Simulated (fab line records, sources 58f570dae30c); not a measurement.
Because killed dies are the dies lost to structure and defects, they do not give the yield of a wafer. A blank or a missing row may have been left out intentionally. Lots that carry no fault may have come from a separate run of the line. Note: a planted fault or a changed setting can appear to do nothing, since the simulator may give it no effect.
fab line records | flow berkeleyCmos170
record lots=14 wafers=42 lastDay=12
route steps=331 shown PSD@185 SDANNEAL@204 CONTACT@217
lots that met no fault: taken from a fault-free run of the same line
startH: start of the lot's first displayed wafer, in hours after the record's first day | waitH: how many hours have passed since the lot's step before this one | " the same as in the row above | L1.1+2: several wafers, shown together as one row | - value missing, or start not given | * or withheld: withheld | < > ~ a bound
route shown NAME@n: NAME is a module with steps in the file, n the number in the route of the first one | usual: mean/standard deviation of fault-free wafers | same: alike in all rows | chamber/n: place in a boat | sites: readings site by site | _std_site: standard deviation of those values | _edge_site: inner sites' mean taken away from outer sites' mean | radiusMm: for every site, how far away it sits from the centre of the wafer | mask NAME#n: copy n | behind: tool/chamber where the wafer was last shaped | hold: why the lot went on hold/how many hours it stayed there/how the hold came to an end | device: the n, p or np transistor that did not switch | end of line: the tests these same wafers got at the end of their route | step lacking rows: just its recipe | killed: the dies lost at the first sort to structure and to defects; this is not the yield of the wafer | map: shows each die of a wafer: x if killed, . if not, _ if none is there
set.NAME: setting as actually run; set.NAME@STEP: the setting as run at that earlier step | model.NAME: the simulator's own value behind a step, which no gauge read
steps of the route over a sample of lots; a table a step, a row a wafer
services: from which hour (startH, from the record's first day; less than 0 if before it) a tool's chamber was out of use, for how many hours, and why
## steps
# step UCB170_PSD_TW_MEAS_10
# usual PSD_TW=2335/30
# columns lot.wafer tool chamber startH waitH PSD_TW
L273.2 filmMetro-03 - 147.50 0.1 2331
L273.5 " - " " 2339
L273.6 " - " " 2329
L276.4 filmMetro-03 - 161.93 0.1 2331
L276.5 " - " " 2331
L276.6 " - " " 2341
L274.2 filmMetro-01 - 162.15 0.1 2284
L274.4 " - " " 2288
L274.5 " - " " 2302
L279.3 filmMetro-04 - 173.16 0.1 2384
L279.4 " - " " 2392
L279.5 " - " " 2380
L278.2 filmMetro-01 - 173.82 0.1 2309
L278.3 " - " " 2292
L278.6 " - " " 2291
L280.3 filmMetro-03 - 192.61 0.1 2354
L280.5 " - " " 2335
L280.6 " - " " 2361
L281.1 filmMetro-04 - 193.19 0.1 2374
L281.5 " - " " 2358
L281.6 " - " " 2358
L284.1 filmMetro-01 - 206.01 0.1 2301
L284.3 " - " " 2286
L284.5 " - " " 2299
L286.3 filmMetro-04 - 215.09 0.1 2358
L286.5 " - " " 2368
L286.6 " - " " 2354
L289.2 filmMetro-01 - 215.14 0.1 2286
L289.4 " - " " 2293
L289.6 " - " " 2292
L287.2 filmMetro-04 - 215.41 0.1 2368
L287.3 " - " " 2362
L287.6 " - " " 2368
L290.3 filmMetro-03 - 215.84 0.1 2340
L290.5 " - " " 2338
L290.6 " - " " 2350
L288.1 filmMetro-01 - 216.09 0.1 2300
L288.2 " - " " 2304
L288.3 " - " " 2302
L294.3 filmMetro-03 - 248.25 0.1 2357
L294.5 " - " " 2347
L294.6 " - " " 2343
# step UCB170_SDANNEAL_RTA_00
# recipe tempC=900 timeS=10 ambient=N2
# usual lampPowerPct=25.7/0.5 wafer_temp_C_max=902.5/0.64
# columns lot.wafer tool chamber startH waitH lampPowerPct wafer_temp_C_max
L273.2 rtpAnneal-01 0 151.18 0.0 25.3 902.0
L273.5 " 0 " " 25.3 902.0
L273.6 " 0 " " 25.3 901.8
L276.4 rtpAnneal-01 0 165.36 0.0 25.4 902.5
L276.5 " 0 " " 25.3 902.1
L276.6 " 0 " " 25.4 902.6
L274.2 rtpAnneal-02 0 165.71 0.0 26.3 902.9
L274.4 " 0 " " 26.4 902.5
L274.5 " 0 " " 26.3 902.9
L279.3 rtpAnneal-01 0 178.22 0.0 25.3 902.9
L279.4 " 0 " " 25.3 902.1
L279.5 " 0 " " 25.3 902.1
L278.2 rtpAnneal-01 0 178.86 0.0 25.4 902.3
L278.3 " 0 " " 25.3 902.1
L278.6 " 0 " " 25.4 901.7
L281.1 rtpAnneal-01 0 196.80 0.0 25.4 901.9
L281.5 " 0 " " 25.3 902.4
L281.6 " 0 " " 25.3 902.4
L280.3 rtpAnneal-02 0 196.82 0.0 26.3 903.3
L280.5 " 0 " " 26.4 902.8
L280.6 " 0 " " 26.4 902.5
L284.1 rtpAnneal-01 0 211.59 0.0 25.3 902.8
L284.3 " 0 " " 25.3 902.5
L284.5 " 0 " " 25.3 902.3
L286.3 rtpAnneal-02 0 221.24 0.0 26.3 902.6
L286.5 " 0 " " 26.3 902.3
L286.6 " 0 " " 26.4 902.8
L289.2 rtpAnneal-01 0 221.44 0.0 25.3 901.8
L289.4 " 0 " " 25.3 902.5
L289.6 " 0 " " 25.3 901.5
L287.2 rtpAnneal-02 0 221.68 0.0 26.3 902.5
L287.3 " 0 " " 26.4 902.2
L287.6 " 0 " " 26.4 903.4
L290.3 rtpAnneal-01 0 221.91 0.0 25.3 902.2
L290.5 " 0 " " 25.3 900.9
L290.6 " 0 " " 25.3 901.8
L288.1 rtpAnneal-01 0 222.15 0.0 25.3 901.8
L288.2 " 0 " " 25.3 902.5
L288.3 " 0 " " 25.4 901.7
L294.3 rtpAnneal-01 0 255.28 0.0 25.3 902.3
L294.5 " 0 " " 25.3 901.7
L294.6 " 0 " " 25.4 902.3
# step UCB170_CONTACT_CVD_01
# recipe material=PSG targetThkNm=700 tempC=450 precursor=SiH4/O2/PH3 timeS=2820 pressureMtorr=300 sih4FlowSccm=60 o2FlowSccm=90 ph3FlowSccm=25
# usual o2FlowSccm=89.95/0.26 pressureMtorr=300.0/0.68 sih4FlowSccm=60.00/0.17
# columns lot.wafer tool chamber startH waitH o2FlowSccm pressureMtorr sih4FlowSccm
L273.2 lpcvd-01 1 152.32 0.0 89.71 300.6 59.97
L273.5 " 1 " " 89.76 300.8 59.90
L273.6 " 1 " " 89.47 300.1 60.14
L274.2 lpcvd-02 1 167.33 0.5 90.01 300.1 60.00
L274.4 " 1 " " 89.83 300.1 59.99
L274.5 " 1 " " 89.90 300.4 60.18
L276.4 lpcvd-02 1 167.33 0.9 89.48 300.0 59.77
L276.5 " 1 " " 89.91 300.4 59.90
L276.6 " 1 " " 89.69 300.4 59.63
L279.3 lpcvd-02 1 179.59 0.0 89.97 300.2 60.24
L279.4 " 1 " " 89.95 300.0 59.97
L279.5 " 1 " " 90.22 299.9 60.02
L278.2 lpcvd-01 1 183.58 1.5 89.68 299.9 60.03
L278.3 " 1 " " 90.40 300.9 60.15
L278.6 " 1 " " 90.38 299.5 60.12
L280.3 lpcvd-01 0 198.15 0.0 90.37 300.1 60.02
L280.5 " 0 " " 90.47 299.8 59.86
L280.6 " 0 " " 90.05 300.4 60.19
L281.1 lpcvd-01 1 198.15 0.0 90.13 301.6 59.89
L281.5 " 1 " " 90.10 302.6 59.96
L281.6 " 1 " " 90.07 301.8 59.84
L284.1 lpcvd-01 0 213.80 0.9 90.12 299.1 60.02
L284.3 " 0 " " 89.93 299.1 60.03
L284.5 " 0 " " 90.03 299.2 60.05
L286.3 lpcvd-01 0 222.37 0.0 89.86 299.0 60.13
L286.5 " 0 " " 89.79 300.4 60.22
L286.6 " 0 " " 90.37 299.5 60.01
L287.2 lpcvd-02 0 222.83 0.0 89.45 300.6 59.88
L287.3 " 0 " " 89.70 299.6 59.93
L287.6 " 0 " " 89.83 300.4 59.97
L289.2 lpcvd-02 1 222.83 0.2 90.29 300.8 59.68
L289.4 " 1 " " 90.42 300.4 59.78
L289.6 " 1 " " 90.12 299.5 59.74
L288.1 lpcvd-02 1 224.62 1.3 90.39 299.7 59.97
L288.2 " 1 " " 90.48 299.6 59.81
L288.3 " 1 " " 90.70 299.8 60.15
L290.3 lpcvd-02 0 224.62 1.6 89.55 300.3 59.94
L290.5 " 0 " " 89.83 300.8 59.83
L290.6 " 0 " " 89.47 300.5 59.91
L294.3 lpcvd-02 0 256.47 0.1 89.84 299.8 59.86
L294.5 " 0 " " 90.11 299.9 60.07
L294.6 " 0 " " 89.88 299.4 60.08
# step UCB170_CONTACT_THK_MEAS_02
# recipe reads=PSG_of_CONTACT_CVD_01
# usual CONTACT_PSG_THK=703/7.4
# columns lot.wafer tool chamber startH waitH CONTACT_PSG_THK[nm]
L273.2 filmMetro-03 - 154.11 0.0 705
L273.5 " - " " 703
L273.6 " - " " 702
L274.2 filmMetro-01 - 169.12 0.0 690
L274.4 " - " " 687
L274.5 " - " " 690
L276.4 filmMetro-02 - 169.14 0.0 710
L276.5 " - " " 712
L276.6 " - " " 707
L279.3 filmMetro-03 - 181.39 0.0 694
L279.4 " - " " 696
L279.5 " - " " 695
L278.2 filmMetro-01 - 186.27 0.0 698
L278.3 " - " " 701
L278.6 " - " " 697
L281.1 filmMetro-03 - 200.83 0.0 699
L281.5 " - " " 697
L281.6 " - " " 701
L280.3 filmMetro-02 - 200.85 0.0 706
L280.5 " - " " 711
L280.6 " - " " 709
L284.1 filmMetro-01 - 215.58 0.0 875
L284.3 " - " " 874
L284.5 " - " " 874
L286.3 filmMetro-01 - 224.17 0.0 888
L286.5 " - " " 887
L286.6 " - " " 885
L287.2 filmMetro-01 - 224.63 0.0 700
L287.3 " - " " 698
L287.6 " - " " 698
L289.2 filmMetro-03 - 224.63 0.0 702
L289.4 " - " " 695
L289.6 " - " " 696
L288.1 filmMetro-02 - 226.40 0.0 698
L288.2 " - " " 698
L288.3 " - " " 692
L290.3 filmMetro-03 - 226.42 0.0 709
L290.5 " - " " 700
L290.6 " - " " 704
L294.3 filmMetro-02 - 259.16 0.0 704
L294.5 " - " " 702
L294.6 " - " " 707
# step UCB170_CONTACT_CD_MEAS_15
# recipe targetCdNm=700
# usual cdNm=699.8/1.1
# columns lot.wafer tool chamber startH waitH cdNm
L273.2 cdSem-02 - 155.89 - 699.3
L273.5 " - " " 700.0
L273.6 " - " " 700.2
L274.2 cdSem-01 - 172.14 - 700.4
L274.4 " - " " 700.0
L274.5 " - " " 699.8
L276.4 cdSem-02 - 172.45 - 701.2
L276.5 " - " " 701.5
L276.6 " - " " 702.0
L279.3 cdSem-01 - 184.01 - 701.2
L279.4 " - " " 701.3
L279.5 " - " " 700.1
L278.2 cdSem-02 - 188.36 - 701.0
L278.3 " - " " 700.8
L278.6 " - " " 701.9
L280.3 cdSem-02 - 203.28 - 698.0
L280.5 " - " " 698.6
L280.6 " - " " 698.6
L281.1 cdSem-02 - 203.36 - 699.4
L281.5 " - " " 698.7
L281.6 " - " " 697.8
L284.1 cdSem-01 - 217.40 - 700.0
L284.3 " - " " 698.6
L284.5 " - " " 699.1
L286.3 cdSem-01 - 227.60 - 700.3
L286.5 " - " " 699.8
L286.6 " - " " 701.2
L287.2 cdSem-02 - 228.25 - 699.2
L287.3 " - " " 699.6
L287.6 " - " " 699.4
L289.2 cdSem-02 - 228.45 - 700.5
L289.4 " - " " 700.9
L289.6 " - " " 700.4
L290.3 cdSem-02 - 229.77 - 701.1
L290.5 " - " " 700.3
L290.6 " - " " 701.6
L288.1 cdSem-01 - 230.01 - 702.3
L288.2 " - " " 700.5
L288.3 " - " " 701.4
L294.3 cdSem-02 - 261.22 - 697.6
L294.5 " - " " 698.6
L294.6 " - " " 698.2
# step UCB170_CONTACT_ETCH_18
# recipe chemistry=CHF3/CF4/Ar target=PSG stopOn=TiSi2 CHF3_flow_sccm=45 cf4FlowSccm=15 Ar_flow_sccm=150 pressureMtorr=200 rfW=700 targetDepthA=8400 overEtchFrac=0.2 timeS=195
# usual drypumpMotorCurrentA=5.6/0.42 oesProductAu=0.896/0.015 throttleValvePct=6.90/0.098
# columns lot.wafer tool chamber startH waitH drypumpMotorCurrentA oesProductAu rfHoursCounterH throttleValvePct
L273.2 rieDiel-01 0 - - 5.5 0.903 25 6.89
L273.5 " 1 " " 4.8 0.892 - 7.03
L273.6 " 0 " " 5.5 0.897 - 6.90
L274.2 rieDiel-04 0 - - 6.3 0.887 142 6.84
L274.4 " 1 " " 5.4 0.880 2 6.72
L274.5 " 2 " " 5.8 0.889 - 7.03
L276.4 rieDiel-03 3 - - 5.2 0.908 17 7.03
L276.5 " 0 " " 5.7 0.901 - 6.94
L276.6 " 3 " " 5.2 0.912 - 7.03
L279.3 rieDiel-04 3 - - 5.5 0.906 144 6.94
L279.4 " 1 " " 5.4 0.883 3 6.72
L279.5 " 0 " " 6.3 0.891 - 6.82
L278.2 rieDiel-03 0 - - 5.7 0.883 50 6.94
L278.3 " 3 " " 5.2 0.909 18 7.02
L278.6 " 3 " " 5.2 0.894 - 7.03
L280.3 rieDiel-04 0 - - 6.3 0.895 143 6.82
L280.5 " 2 " " 5.8 0.901 - 7.03
L280.6 " 3 " " 5.5 0.918 - 6.94
L281.1 rieDiel-01 3 - - 5.3 0.897 60 6.80
L281.5 " 0 " " 5.5 0.900 - 6.89
L281.6 " 3 " " 5.4 0.900 - 6.79
L284.1 rieDiel-04 1 - - 5.5 0.981 4 6.72
L284.3 " 2 " " 5.8 1.015 7 7.04
L284.5 " 1 " " 5.4 0.975 - 6.71
L286.3 rieDiel-03 2 - - 6.4 0.990 80 6.76
L286.5 " 3 " " 5.2 0.994 - 7.02
L286.6 " 0 " " 5.7 0.988 - 6.93
L287.2 rieDiel-04 1 - - 5.4 0.901 5 6.72
L287.3 " 2 " " 5.8 0.903 8 7.04
L287.6 " 2 " " 5.8 0.912 - 7.03
L289.2 rieDiel-01 0 - - 5.5 0.906 29 6.91
L289.4 " 1 " " 4.8 0.880 2 7.01
L289.6 " 0 " " 5.5 0.895 - 6.91
L290.3 rieDiel-03 1 - - 5.8 0.878 102 6.82
L290.5 " 3 " " 5.2 0.904 - 7.03
L290.6 " 0 " " 5.7 0.887 - 6.92
L288.1 rieDiel-01 0 - - 5.5 0.899 29 6.91
L288.2 " 1 " " 4.8 0.885 2 7.02
L288.3 " 3 " " 5.4 0.884 61 6.80
L294.3 rieDiel-03 2 - - 6.4 0.880 82 6.75
L294.5 " 0 " " 5.7 0.890 - 6.95
L294.6 " 3 " " 5.3 0.912 - 7.03
## services
# columns tool chamber startH hours kind
rieDiel-04 2 155.25 5.1 repair
rieDiel-01 1 164.35 - clean
rieDiel-01 1 164.35 16.4 scheduledDown
rieDiel-01 1 164.35 16.4 ventCycle
rieDiel-04 3 214.38 3.5 repair
rieDiel-04 3 217.83 - clean
rieDiel-04 3 217.83 36.1 scheduledDown
rieDiel-04 3 217.83 36.1 ventCycle
rieDiel-04 - 247.44 2.8 pm
lpcvd-01 - 260.39 17.2 pm
## key
firstSign step=UCB170_CONTACT_THK_MEAS_02 reading=CONTACT_PSG_THK direction=up sigmas=24 usual=703 struck=881
effect step=UCB170_CONTACT_ETCH_18 reading=oesProductAu direction=up sigmas=6.3 usual=0.896 struck=0.990
metAt UCB170_CONTACT_CVD_01
struckLots L284,L286
struckWafers L284.1,L284.3,L284.5,L286.3,L286.5,L286.6
laterRowsLeftOut L284.1,L284.3,L284.5,L286.3,L286.5,L286.6
sortLeftOut L284.1,L284.3,L284.5,L286.3,L286.5,L286.6
testerLeftOut L284,L286
notActingAt UCB170_PSD_TW_MEAS_10,UCB170_SDANNEAL_RTA_00,UCB170_CONTACT_CD_MEAS_15
onsetBetween 198.15 213.80
fault kind=processParameterDrift tool=lpcvd-01 chamber=0 onsetH=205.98 steps=UCB170_CONTACT_CVD_01 channel=targetThkNm offset=175 shape=step endH=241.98 actsIn=theseRecipesOnly stated=700
# testerLeftOut: of these lots the tester's yield and bins aren't shown, on N5 and GAA mostly nor the transistor test; their killed dies are dies lost to structure and defects alone, not to doping, threshold or leakage, so they don't give the yield
# sortLeftOut: the simulated sort isn't trusted on such a fault, so these wafers' sort isn't shown, and their yield isn't known
# laterRowsLeftOut: the simulator's readings of these wafers behind a module that went badly wrong aren't trusted and aren't shown, but for the sort
